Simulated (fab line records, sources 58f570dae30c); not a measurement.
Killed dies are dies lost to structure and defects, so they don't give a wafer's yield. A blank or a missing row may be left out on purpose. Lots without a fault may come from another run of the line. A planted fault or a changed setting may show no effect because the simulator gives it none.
Which tool did it? | flow berkeley_cmos170 | 14 lots, 42 wafers sampled, at 5 steps of a route of 331

WHAT THE GAUGES READ, wafer by wafer
UCB170_GATE_CD_MEAS_90: target cd 350 nm. Usual: cd_nm 350.1 nm, standard deviation 1.6.
lot  | measured     | on        | cd_nm (nm)        | flag
L723 | day 6 07:04  | cd_sem-02 | 350.8 348.6 350.2 |
L724 | day 6 14:40  | cd_sem-02 | 350.6 351.8 351.5 |
L725 | day 6 21:46  | cd_sem-01 | 350.9 350.8 351.4 |
L727 | day 6 22:05  | cd_sem-01 | 350.1 351.0 351.1 |
L726 | day 6 22:19  | cd_sem-02 | 350.8 349.5 350.2 |
L728 | day 7 08:59  | cd_sem-01 | 350.1 349.7 351.6 |
L730 | day 7 12:26  | cd_sem-01 | 350.4 348.8 350.4 |
L729 | day 7 12:42  | cd_sem-01 | 349.9 352.0 350.5 |
L732 | day 7 20:20  | cd_sem-01 | 351.0 350.9 351.7 |
L731 | day 7 20:36  | cd_sem-02 | 350.2 348.5 350.1 |
L734 | day 8 05:25  | cd_sem-02 | 348.4 349.3 349.0 |
L736 | day 9 04:18  | cd_sem-01 | 350.5 348.5 347.4 |
L739 | day 9 12:16  | cd_sem-01 | 349.8 347.9 351.5 |
L742 | day 10 11:32 | cd_sem-01 | 349.9 352.5 349.6 |

UCB170_NLDD_OVL_MEAS_07. Usual: NLDD_OVL -1 nm, standard deviation 6.3.
lot  | measured     | on         | NLDD_OVL (nm) | flag
L723 | day 6 13:53  | overlay-02 | -9 -7 5       |
L724 | day 6 18:25  | overlay-01 | 2 -3 -3       |
L725 | day 7 00:49  | overlay-01 | -4 -1 -10     |
L727 | day 7 01:22  | overlay-02 | 0 6 3         |
L726 | day 7 01:47  | overlay-01 | -6 -8 -1      |
L728 | day 7 13:01  | overlay-01 | 5 4 2         |
L730 | day 7 15:49  | overlay-02 | -2 -14 -8     |
L729 | day 7 16:14  | overlay-02 | 4 -5 -7       |
L732 | day 8 00:15  | overlay-01 | -8 6 11       |
L731 | day 8 00:32  | overlay-02 | 3 -4 -1       |
L734 | day 8 09:25  | overlay-01 | -8 -13 -9     |
L736 | day 9 08:01  | overlay-02 | 9 0 9         |
L739 | day 9 16:02  | overlay-02 | -1 -4 -1      |
L742 | day 10 14:50 | overlay-01 | 0 -5 -9       |

UCB170_CONTACT_THK_MEAS_02. Usual: CONTACT_PSG_THK 703 nm, standard deviation 6.4.
lot  | measured     | on            | CONTACT_PSG_THK (nm) | flag
L723 | day 7 05:38  | film_metro-02 | 696 700 697          |
L724 | day 7 07:44  | film_metro-03 | 697 699 699          |
L725 | day 7 12:53  | film_metro-03 | 694 693 696          |
L727 | day 7 13:33  | film_metro-02 | 709 710 709          |
L726 | day 7 13:34  | film_metro-03 | 701 703 697          |
L728 | day 8 01:56  | film_metro-03 | 700 698 702          |
L730 | day 8 10:25  | film_metro-03 | 696 695 701          |
L729 | day 8 09:10  | film_metro-02 | 690 689 699          |
L732 | day 8 15:18  | film_metro-02 | 715 713 710          |
L731 | day 8 15:18  | film_metro-03 | 707 706 707          |
L734 | day 9 01:06  | film_metro-01 | 705 701 699          |
L736 | day 9 20:01  | film_metro-01 | 676 683 679          | OFF
L739 | day 10 08:20 | film_metro-02 | 679 684 677          | OFF
L742 | day 11 07:22 | film_metro-03 | 718 713 711          |

WHICH TOOL RAN EACH LOT (tool, then ch and the chambers of the sampled wafers, then the start)
lot  | UCB170_PSD_STRIP_09                  | UCB170_CONTACT_CVD_01
L723 | plasma_asher-02 ch 0,1, day 6 23:58  | lpcvd-02 ch 0, day 7 03:50
L724 | plasma_asher-02 ch 0,1, day 7 00:18  | lpcvd-01 ch 0, day 7 05:58
L725 | plasma_asher-02 ch 0,1, day 7 06:41  | lpcvd-01 ch 1, day 7 11:05
L727 | plasma_asher-04 ch 0,1, day 7 06:15  | lpcvd-02 ch 1, day 7 10:53
L726 | plasma_asher-02 ch 0,1, day 7 06:34  | lpcvd-02 ch 1, day 7 10:53
L728 | plasma_asher-04 ch 0,1, day 7 18:27  | lpcvd-01 ch 0, day 8 00:09
L730 | plasma_asher-04 ch 0, day 8 01:14    | lpcvd-01 ch 1, day 8 08:38
L729 | plasma_asher-04 ch 0,1, day 8 00:59  | lpcvd-02 ch 0, day 8 07:23
L732 | plasma_asher-02 ch 0,1, day 8 05:34  | lpcvd-01 ch 0, day 8 13:31
L731 | plasma_asher-02 ch 0,1, day 8 05:50  | lpcvd-01 ch 0, day 8 13:31
L734 | plasma_asher-04 ch 0,1, day 8 16:52  | lpcvd-02 ch 0, day 8 23:18
L736 | plasma_asher-02 ch 0,1, day 9 13:41  | lpcvd-02 ch 1, day 9 18:14
L739 | plasma_asher-01 ch 0,1, day 9 22:29  | lpcvd-02 ch 1, day 10 06:32
L742 | plasma_asher-01 ch 0,1, day 10 22:22 | lpcvd-01 ch 1, day 11 04:40
- UCB170_PSD_STRIP_09: strips in O2.
- UCB170_CONTACT_CVD_01: deposits PSG from SiH4/O2/PH3, target thk 700 nm, time 2820 s.

WHAT THE TOOLS THEMSELVES READ (means of the sampled wafers that have a number; where no wafer has one, the mark that the record gives instead)
UCB170_PSD_STRIP_09. Usual: drypump_motor_current_A 6.0 A, standard deviation 0.43; o2_flow_sccm 399.8 sccm, standard deviation 0.95; oes_product_au 0.601 a.u., standard deviation 0.0044; strip_time_to_endpoint_s 29.27 s, standard deviation 0.08.
lot  | tool            | drypump_motor_current_A (A) | o2_flow_sccm (sccm) | oes_product_au (a.u.) | strip_time_to_endpoint_s (s) | flag
L723 | plasma_asher-02 | 5.7                         | 400.0               | 0.602                 | 29.36                        |
L724 | plasma_asher-02 | 5.7                         | 399.7               | 0.604                 | 29.33                        |
L725 | plasma_asher-02 | 5.7                         | 400.0               | 0.601                 | 29.20                        |
L727 | plasma_asher-04 | 6.1                         | 399.9               | 0.597                 | 29.21                        |
L726 | plasma_asher-02 | 5.7                         | 400.8               | 0.603                 | 29.22                        |
L728 | plasma_asher-04 | 6.2                         | 399.5               | 0.604                 | 29.25                        |
L730 | plasma_asher-04 | 6.6                         | 397.9               | 0.598                 | 29.19                        |
L729 | plasma_asher-04 | 6.1                         | 400.2               | 0.601                 | 29.37                        |
L732 | plasma_asher-02 | 5.7                         | 399.6               | 0.598                 | 29.37                        |
L731 | plasma_asher-02 | 5.7                         | 399.1               | 0.601                 | 29.15                        |
L734 | plasma_asher-04 | 6.2                         | 399.2               | 0.600                 | 29.23                        |
L736 | plasma_asher-02 | 5.7                         | 399.8               | 0.604                 | 29.28                        |
L739 | plasma_asher-01 | 6.2                         | 400.4               | 0.599                 | 29.37                        |
L742 | plasma_asher-01 | 6.1                         | 401.2               | 0.609                 | 29.21                        |

UCB170_CONTACT_CVD_01. Usual: o2_flow_sccm 90.02 sccm, standard deviation 0.26; ph3_flow_sccm 24.99 sccm, standard deviation 0.082; spike_tc_centre_C 452.4 C, standard deviation 1.9; susceptor_temp_C 449.98 C, standard deviation 0.21; zone_power_source_pct 6.9 %, standard deviation 0.61.
lot  | tool     | o2_flow_sccm (sccm) | ph3_flow_sccm (sccm) | spike_tc_centre_C (C) | susceptor_temp_C (C) | zone_power_source_pct (%) | flag
L723 | lpcvd-02 | 90.17               | 24.98                | 456.3                 | 449.86               | 7.7                       |
L724 | lpcvd-01 | 89.74               | 25.04                | 453.3                 | 449.51               | 7.3                       |
L725 | lpcvd-01 | 89.99               | 25.05                | 449.8                 | 450.12               | 6.4                       |
L727 | lpcvd-02 | 90.05               | 25.00                | 452.1                 | 450.05               | 6.2                       |
L726 | lpcvd-02 | 90.10               | 25.01                | 452.3                 | 449.84               | 6.2                       |
L728 | lpcvd-01 | 90.17               | 25.00                | 453.7                 | 449.90               | 7.4                       |
L730 | lpcvd-01 | 90.34               | 25.07                | 451.4                 | 449.95               | 6.4                       |
L729 | lpcvd-02 | 89.89               | 25.02                | 453.7                 | 450.04               | 7.7                       |
L732 | lpcvd-01 | 90.04               | 24.85                | 453.2                 | 449.59               | 7.2                       |
L731 | lpcvd-01 | 89.77               | 25.03                | 453.6                 | 450.00               | 7.3                       |
L734 | lpcvd-02 | 89.75               | 24.92                | 454.6                 | 450.08               | 7.6                       |
L736 | lpcvd-02 | 90.08               | 19.97                | 451.2                 | 450.07               | 6.3                       | OFF
L739 | lpcvd-02 | 89.77               | 19.99                | 451.7                 | 449.95               | 6.1                       | OFF
L742 | lpcvd-01 | 89.89               | 24.84                | 450.2                 | 449.78               | 6.4                       |

THE ANSWER, worked out from the rows above alone
Rule: a lot is off if the mean of its wafers that have a number lies more than 3 standard deviations from the usual mean. A lot without any number at a reading at which 4 lots or more have one is off too. The other lots that the step has rows for count as sound. The gauges are gone through in route order, then the tools' own readings, and for those a lot's mean is taken as printed above. The first step at which some lot is off is used, and at that step the reading that is off furthest; a lot without a number counts as furthest.
Off: L736, L739, at UCB170_CONTACT_THK_MEAS_02 (CONTACT_PSG_THK).
A tool fits if, at a process step before that reading, it ran every lot that is off, and no sound lot after the first of them. The gauges at UCB170_CONTACT_THK_MEAS_02 aren't tried: what is off there is off at UCB170_CONTACT_CVD_01 too, on other tools, and a gauge's error can't cause that. One fits: lpcvd-02 at UCB170_CONTACT_CVD_01. Its last sound lot is L734 (day 8 23:18), its first lot that is off L736 (day 9 18:14): a fault that began between those two fits.
The tool's own readings at UCB170_CONTACT_CVD_01 bear it out: on the lots that are off they differ by more than 5 times the standard deviation of the sound lots' means. ph3_flow_sccm reads 19.98 sccm there against 24.98 sccm on the sound lots.

WHAT THE SIMULATOR HAD PUT IN
Process parameter drift: lpcvd-02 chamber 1, from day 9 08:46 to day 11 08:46, at UCB170_CONTACT_CVD_01. Setting ph3_flow_sccm, moved by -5, from 25.
Lots struck among those shown: L736, L739. The rule above found the same.
